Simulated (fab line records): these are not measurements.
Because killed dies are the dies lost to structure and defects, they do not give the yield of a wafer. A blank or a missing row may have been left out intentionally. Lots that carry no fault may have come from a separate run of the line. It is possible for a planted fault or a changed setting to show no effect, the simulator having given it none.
Which tool did it?	flow berkeley-cmos170	21 wafers sampled from 7 lots at 1 step of a route of 331

== WHAT EACH GAUGE READ, for each wafer ==
UCB170_PVT_TW_MEAS_09.
lot	measured	on	PVT_TW
L707	day 7 22:41	film-metro-02	501 498 499
L709	day 8 09:26	film-metro-04	511 516 517
L712	day 8 19:39	film-metro-04	517 516 515
L716	day 8 19:34	film-metro-04	515 518 516
L719	day 10 04:13	film-metro-02	502 500 497
L725	day 10 12:10	film-metro-02	500 502 502
L729	day 11 15:05	film-metro-04	516 514 515

== WHICH TOOL RAN EACH LOT (tool, then ch and the chambers of the sampled wafers, then the start) ==
Record: no process step prior to these readings.

== THE ANSWER, worked out from the rows above alone ==
Rule: usual is defined by the lots themselves. The widest of any qualifying gaps counts: lots, ordered by their means at a reading, are off when they make up no more than a third of the lots, leave a main group of 4 or more, and stand apart from it by 3 or more times the standard deviation of that group's means. A main group whose means are all the same, to the digits that the tables above print for the reading, isn't used. A lot without any number at a reading at which 4 lots or more have one is off too. The other lots that the step has rows for count as sound.
Across all readings shown, no lot is off: no conclusion can be drawn from this.

== WHAT THE SIMULATOR HAD PUT IN ==
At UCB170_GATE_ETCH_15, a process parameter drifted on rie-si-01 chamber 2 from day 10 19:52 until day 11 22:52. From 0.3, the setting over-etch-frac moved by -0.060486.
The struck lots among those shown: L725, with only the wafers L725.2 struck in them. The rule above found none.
